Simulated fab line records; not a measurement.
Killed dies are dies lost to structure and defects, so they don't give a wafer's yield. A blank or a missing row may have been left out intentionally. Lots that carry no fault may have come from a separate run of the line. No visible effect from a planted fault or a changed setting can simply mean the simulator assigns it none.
What tool caused it? -- flow berkeley cmos170 -- 7 lots, 21 wafers sampled, at 2 steps of a route of 331

== WHAT THE GAUGES READ, wafer by wafer ==
UCB170_WELLDRIVE_THK_MEAS_02.
lot,measured,on,WELLDRIVE_OXIDE_THK (nm)
L451,day 4 01:17,film metro-02,205 205 206
L453,day 4 10:40,film metro-03,198 200 198
L455,day 4 20:38,film metro-02,202 199 200
L457,day 5 12:19,film metro-03,197 199 196
L461,day 5 22:21,film metro-01,214 216 217
L469,day 8 04:32,film metro-02,203 200 199
L472,day 8 12:28,film metro-02,201 198 198

== WHAT TOOL EACH LOT RAN ON (gives the tool, then ch and the chambers of the sampled wafers, and finally the start) ==
lot,UCB170_WELLDRIVE_OXIDATION_01
L451,"furnace-04 ch 0, day 3 21:47"
L453,"furnace-02 ch 0, day 4 07:06"
L455,"furnace-04 ch 0, day 4 17:08"
L457,"furnace-02 ch 0, day 5 08:48"
L461,"furnace-04 ch 0, day 5 18:44"
L469,"furnace-01 ch 0, day 8 01:02"
L472,"furnace-01 ch 0, day 8 08:57"
- UCB170_WELLDRIVE_OXIDATION_01: target thk 199 nm, ox time 9000 s.

== THE ANSWER, worked out from the rows above alone ==
Rule: the lots themselves supply what counts as usual. Put in order of their means at a reading, lots are off if they are a third of the lots or fewer, leave a main group of 4 or more, and stand apart from it by a gap of 3 or more times the standard deviation of the main group's means; of several such gaps the widest counts. If all means in a main group match to the digits the tables above print for the reading, that group is not used. A lot without any number at a reading at which 4 lots or more have one is off too. The other lots that the step has rows for count as sound.
Off: at UCB170_WELLDRIVE_THK_MEAS_02 (WELLDRIVE_OXIDE_THK), L461. The main group: mean 200 nm, standard deviation 2.5.
A tool fits if, at a process step before that reading, it ran every lot that is off, and no sound lot after the first of them. The gauges at UCB170_WELLDRIVE_THK_MEAS_02 are tried like those tools. 2 tools fit, furnace-04 at UCB170_WELLDRIVE_OXIDATION_01 and film metro-01 at UCB170_WELLDRIVE_THK_MEAS_02, so this cannot tell which one it is.

== WHAT THE SIMULATOR PUT IN ==
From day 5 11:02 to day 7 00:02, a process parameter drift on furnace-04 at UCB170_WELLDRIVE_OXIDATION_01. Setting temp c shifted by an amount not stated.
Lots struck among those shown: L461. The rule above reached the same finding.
